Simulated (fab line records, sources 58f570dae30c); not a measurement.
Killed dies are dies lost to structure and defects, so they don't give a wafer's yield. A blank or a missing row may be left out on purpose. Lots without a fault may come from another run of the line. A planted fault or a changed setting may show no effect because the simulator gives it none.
One fault seen from 2 desks | flow berkeley_cmos170 | each desk has only its own numbers; what lay behind them comes last

THE METROLOGY DESK
What the gauges read, lot by lot, whatever tool the lot ran on: means of the sampled wafers that have a number. A lot is out of limits, marked OUT, if its mean lies more than 4 standard deviations from the usual mean; the brackets give that distance.
Columns: A = cd_nm at UCB170_NLDD_CD_MEAS_06, usual 1199.8 nm; B = PLDD_RS at UCB170_SDANNEAL_RS_MEAS_04, usual 1031.3 ohm/sq; C = M1_OVL at UCB170_M1_OVL_MEAS_10, usual -1 nm
lot  | first seen here | A      | B      | C
L371 | day 7 13:52     | 1199.0 | 1031.8 | -9
L373 | day 7 14:11     | 1199.9 | 1030.1 | -6
L372 | day 7 14:26     | 1200.0 | 1031.2 | 1
L370 | day 7 15:04     | 1200.3 | 1030.2 | -9
L374 | day 8 07:52     | 1199.9 | 1030.7 | -8
L375 | day 8 08:29     | 1198.8 | 1032.6 | -14
L376 | day 9 04:35     | 1201.3 | 1033.7 | 3
L378 | day 9 04:59     | 1198.7 | 1033.0 | 7
L380 | day 9 10:49     | 1199.8 | 1032.6 | 2
L386 | day 11 00:25    | 1197.2 | 1030.9 | 10
L387 | day 11 00:43    | 1201.7 | 1027.6 | 1
L385 | day 11 01:04    | 1199.9 | 1031.4 | -3
L392 | day 12 03:44    | 1197.4 | 1032.0 | -1
L391 | day 12 05:41    | 1200.1 | 1030.9 | -1
This desk's finding: nothing out of limits on any of the 14 lots.

THE TOOL OWNER'S DESK: rtp_anneal-01
The tool's own readings at UCB170_SILICIDE_RTA_04 (time 15 s): means of the sampled wafers that have a number, for each lot that ran on this tool. A lot is out of limits, marked OUT, if its mean lies more than 4 standard deviations from the usual mean; the brackets give that distance.
Columns: A = chamber_o2_ppm at UCB170_SILICIDE_RTA_04, usual 1.998; B = lamp_power_pct at UCB170_SILICIDE_RTA_04, usual 9.9 %; C = wafer_temp_C_max at UCB170_SILICIDE_RTA_04, usual 652.7
lot  | first seen here | A                        | B    | C
L371 | day 8 02:29     | 1.983                    | 10.3 | 652.5
L370 | day 8 03:40     | 1.973                    | 10.3 | 652.2
L374 | day 8 22:14     | 2.017                    | 10.3 | 652.1
L376 | day 9 18:41     | 1.995                    | 10.3 | 652.1
L380 | day 9 19:25     | 2.004                    | 10.3 | 652.1
L386 | day 11 14:10    | 61.987 (+99 or more) OUT | 10.3 | 652.0
L385 | day 11 14:34    | 62.008 (+99 or more) OUT | 10.3 | 652.1
This desk's finding: out of limits on L385, L386; first on L386, day 11 14:10 (chamber_o2_ppm at UCB170_SILICIDE_RTA_04). In limits: L371, L370, L374, L376, L380.

PUT TOGETHER
The tool owner's desk could have raised an alarm at day 11 14:10, on L385, L386.
The metrology desk saw nothing out of limits.
The metrology desk has L385, L386 on record, within its limits.
Of the lots named, all ran UCB170_SILICIDE_RTA_04 on rtp_anneal-01.

WHAT THE SIMULATOR HAD PUT IN
Process parameter drift: rtp_anneal-01, from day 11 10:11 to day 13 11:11, at UCB170_SILICIDE_RTA_04. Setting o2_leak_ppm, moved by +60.
Lots struck among those shown: L385, L386.
Hours from the fault's start to each desk's first reading out of limits: the tool owner's desk, 4.
